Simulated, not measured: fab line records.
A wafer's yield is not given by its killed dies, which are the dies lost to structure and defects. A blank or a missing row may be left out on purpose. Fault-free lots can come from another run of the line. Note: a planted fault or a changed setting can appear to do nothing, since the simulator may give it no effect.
Comparing a struck lot with a sound one | flow ritCmos | 17 out of 202 route steps
Sound: these wafers, L321.2, L321.4, L321.6. Struck: wafer L339.2 (left out: L339.4, L339.6 of the same lot, which were not struck); the cause appears at the end.
Each step with rows lists, per side, the tool, then ch with its chambers, then its first start. Under that, the readings that differ: sound wafers | struck wafers | difference of the means | sigmas: that difference in standard deviations of wafers without a fault.
alike: same words and numbers on both sides, and readings whose means sit less than 2 such deviations apart. not compared: any withheld reading, any reading some wafer has no value for, any bound like >300 that may hide the same value, and any number with overlapping values for which the record gives no deviation.
A row with sigmas, a row that says differs or no value, or rows on one side alone: a step with any of these is where the two part. Numbers that don't overlap but have no deviation are shown without sigmas and don't part them. A reading missing from all wafers of one side parts the sides only when that side holds two or more wafers.

first, 1 step without rows for these wafers: RIT_PSD_IMPLANT_08.
RIT_PSD_STRIP_09: strips in O2, time 180 s.
  sound on plasmaAsher-01 ch 0,1, day 3 12:00; struck on plasmaAsher-04 ch 1, day 7 10:39
reading                  | sound       | struck | difference | sigmas
drypumpMotorCurrentA (A) | 4.8 5.2 5.2 | 6.5    | +1.4       | +2
  not compared: rfHoursCounterH
RIT_PSD_TW_MEAS_10:
  sound: filmMetro-01 at day 3 12:11; struck: filmMetro-03 at day 7 10:50
  alike: PSD_TW
then, 3 steps without rows for these wafers: RIT_SDANNEAL_CLEAN_00 (cleans in SC1, time 600 s); RIT_SDANNEAL_CLEAN_01 (cleans in dHF, time 30 s); RIT_SDANNEAL_CLEAN_02 (cleans in SC2, time 600 s).
RIT_SDANNEAL_RTA_03: time 5 s.
  sound on rtpAnneal-01 ch 0, day 3 12:37; struck on rtpAnneal-01 ch 0, day 7 11:17
  alike: wafer_temp_C_max
RIT_SDANNEAL_RS_MEAS_04: measures by four-point-probe.
  sound: filmMetro-03 at day 3 12:41; struck: filmMetro-03 at day 7 11:22
  alike: PSD_RS
RIT_SDANNEAL_RS_MEAS_05: measures by four-point-probe.
  sound: filmMetro-03 at day 3 12:48; struck: filmMetro-03 at day 7 11:29
  alike: NSD_RS
RIT_SDANNEAL_RS_MEAS_06: measures by four-point-probe.
  sound: filmMetro-03 at day 3 12:55; struck: filmMetro-03 at day 7 11:36
  alike: PLDD_RS
RIT_SDANNEAL_RS_MEAS_07: measures by four-point-probe.
  sound: filmMetro-03 at day 3 13:02; struck: filmMetro-03 at day 7 11:43
  alike: NLDD_RS
then, 1 step without rows for these wafers: RIT_SILICIDE_WET_ETCH_00 (etches SiO2 in BOE, target depth 14 nm, time 15 s).
RIT_SILICIDE_SPUTTER_01: material Ti, target thk 30 nm, time 240 s.
  sound: pvdSputter-04 at day 3 13:09; struck: pvdSputter-04 at day 7 11:50
reading                                    | sound             | struck | difference | sigmas
model.Ti_of_SILICIDE_SPUTTER_01.thkNm (nm) | 29.83 29.78 29.83 | 36.47  | +6.66      | 
  alike: throttleValvePct
RIT_SILICIDE_RS_MEAS_02: measures by four-point-probe.
  sound: filmMetro-04 at day 3 13:19; struck: filmMetro-02 at day 7 12:17
reading                 | sound          | struck | difference | sigmas
SILICIDE_TI_RS (ohm/sq) | 48.1 48.3 48.2 | 37.8   | -10.4      | -17
  not compared: hold
RIT_SILICIDE_THK_MEAS_03: measures by xrf.
  sound: filmMetro-04 at day 3 13:26; struck: filmMetro-02 at day 7 15:16
reading              | sound          | struck | difference | sigmas
SILICIDE_TI_THK (nm) | 30.1 29.9 30.1 | 36.5   | +6.5       | +18
  not compared: hold
RIT_SILICIDE_RTA_04: time 10 s, ramp up 5 s, ramp down 5 s.
  sound on rtpAnneal-02 ch 0, day 3 13:29; struck on rtpAnneal-02 ch 0, day 7 20:25
reading | sound | struck                  | difference                   | sigmas
hold    | - - - | awaitDispo/5.1h/release | no value on the sound wafers | 
  alike: wafer_temp_C_max
RIT_M1_PROBE_99:
  sound: prober-01 at day 3 20:11; struck: prober-01 at day 8 03:05
  alike: killed_at_M0_to_M3, killedAtContacts, killedAtFrontEnd, killedDies, killedOpen, killedShort

WHERE THEY PART
Earliest at RIT_PSD_STRIP_09; latest, in this record, at RIT_SILICIDE_RTA_04. Later steps at which nothing parts them and some readings are alike: RIT_M1_PROBE_99.

WHY: the cause the simulator had injected
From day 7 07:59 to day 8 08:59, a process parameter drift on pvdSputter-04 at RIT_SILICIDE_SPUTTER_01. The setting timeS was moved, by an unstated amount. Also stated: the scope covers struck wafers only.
